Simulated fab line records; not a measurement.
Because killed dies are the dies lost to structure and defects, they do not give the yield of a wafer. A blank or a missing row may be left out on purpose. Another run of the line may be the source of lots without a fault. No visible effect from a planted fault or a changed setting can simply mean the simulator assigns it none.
Matching of chambers :: flow berkeley-cmos170 :: UCB170_M3_ETCH_17 on rie-diel-03: 4 sister chambers
The step etches BARC in N2/H2. 14 wafers are shown with their chamber, then 7 later ones without.

WAFERS WITH THEIR CHAMBER
wafer: L935.1
chamber: 2
throttle-valve-pct (%): 13.14
oes-product-au (a.u.): 1.020
n2-flow-sccm (sccm): 99.62

wafer: L935.3
chamber: 1
throttle-valve-pct (%): 13.60
oes-product-au (a.u.): 1.026
n2-flow-sccm (sccm): 99.95

wafer: L935.5
chamber: 2
throttle-valve-pct (%): 13.14
oes-product-au (a.u.): 1.020
n2-flow-sccm (sccm): 99.91

wafer: L938.1
chamber: 0
throttle-valve-pct (%): 13.32
oes-product-au (a.u.): 1.000
n2-flow-sccm (sccm): 99.95

wafer: L938.2
chamber: 1
throttle-valve-pct (%): 13.59
oes-product-au (a.u.): 1.035
n2-flow-sccm (sccm): 100.19

wafer: L938.6
chamber: 0
throttle-valve-pct (%): 13.32
oes-product-au (a.u.): 1.002
n2-flow-sccm (sccm): 100.28

wafer: L940.2
chamber: 2
throttle-valve-pct (%): 13.13
oes-product-au (a.u.): 1.006
n2-flow-sccm (sccm): 99.93

wafer: L940.3
chamber: 0
throttle-valve-pct (%): 13.31
oes-product-au (a.u.): 0.990
n2-flow-sccm (sccm): 100.22

wafer: L940.4
chamber: 1
throttle-valve-pct (%): 13.59
oes-product-au (a.u.): 1.021
n2-flow-sccm (sccm): 100.30

wafer: L934.2
chamber: 0
throttle-valve-pct (%): 13.30
oes-product-au (a.u.): 0.989
n2-flow-sccm (sccm): 99.89

wafer: L934.4
chamber: 3
throttle-valve-pct (%): 12.97
oes-product-au (a.u.): 0.996
n2-flow-sccm (sccm): 99.65

wafer: L934.6
chamber: 0
throttle-valve-pct (%): 13.34
oes-product-au (a.u.): 0.995
n2-flow-sccm (sccm): 99.73

wafer: L942.2
chamber: 2
throttle-valve-pct (%): 13.13
oes-product-au (a.u.): 1.009
n2-flow-sccm (sccm): 100.10

wafer: L942.3
chamber: 3
throttle-valve-pct (%): 12.98
oes-product-au (a.u.): 0.994
n2-flow-sccm (sccm): 99.64

SIGNATURES, as means of the wafers listed above
reading: throttle-valve-pct
chamber 0: 13.3180
chamber 1: 13.5933
chamber 2: 13.1350
chamber 3: 12.9750
scatter within a chamber: 0.0105

reading: oes-product-au
chamber 0: 0.99520
chamber 1: 1.02733
chamber 2: 1.01375
chamber 3: 0.99500
scatter within a chamber: 0.00631

reading: n2-flow-sccm
chamber 0: 100.0140
chamber 1: 100.1467
chamber 2: 99.8900
chamber 3: 99.6450
scatter within a chamber: 0.199
Rule: a wafer lies at a distance from a chamber equal to the root of the sum of squares, over the readings, of (its reading less the chamber's mean, divided by the reading's scatter). The wafer belongs to the nearest chamber; if the next one is less than 2 further off, it can't be placed. The scatter: the root of (the sum of the squares of (reading less its chamber's mean) over the shown wafers, divided by (wafers less chambers)).

WAFERS MISSING THEIR CHAMBER
wafer: L942.4
throttle-valve-pct (%): 13.32
oes-product-au (a.u.): 0.982
n2-flow-sccm (sccm): 100.18

wafer: L952.1
throttle-valve-pct (%): 13.14
oes-product-au (a.u.): 1.019
n2-flow-sccm (sccm): 99.75

wafer: L952.2
throttle-valve-pct (%): 13.60
oes-product-au (a.u.): 1.023
n2-flow-sccm (sccm): 100.03

wafer: L952.4
throttle-valve-pct (%): 12.97
oes-product-au (a.u.): 1.000
n2-flow-sccm (sccm): 99.62

wafer: L955.1
throttle-valve-pct (%): 13.13
oes-product-au (a.u.): 1.029
n2-flow-sccm (sccm): 99.97

wafer: L955.3
throttle-valve-pct (%): 13.32
oes-product-au (a.u.): 0.989
n2-flow-sccm (sccm): 100.34

wafer: L955.6
throttle-valve-pct (%): 13.32
oes-product-au (a.u.): 0.998
n2-flow-sccm (sccm): 100.53

CHAMBER TAKEN BY EACH
wafer: L942.4
from the rows above: 0
in truth: 0

wafer: L952.1
from the rows above: 2
in truth: 2

wafer: L952.2
from the rows above: 1
in truth: 1

wafer: L952.4
from the rows above: 3
in truth: 3

wafer: L955.1
from the rows above: 2
in truth: 2

wafer: L955.3
from the rows above: 0
in truth: 0

wafer: L955.6
from the rows above: 0
in truth: 0
Placed correctly: 7 of 7. Not placeable from these rows: 0. Wrongly placed: 0.
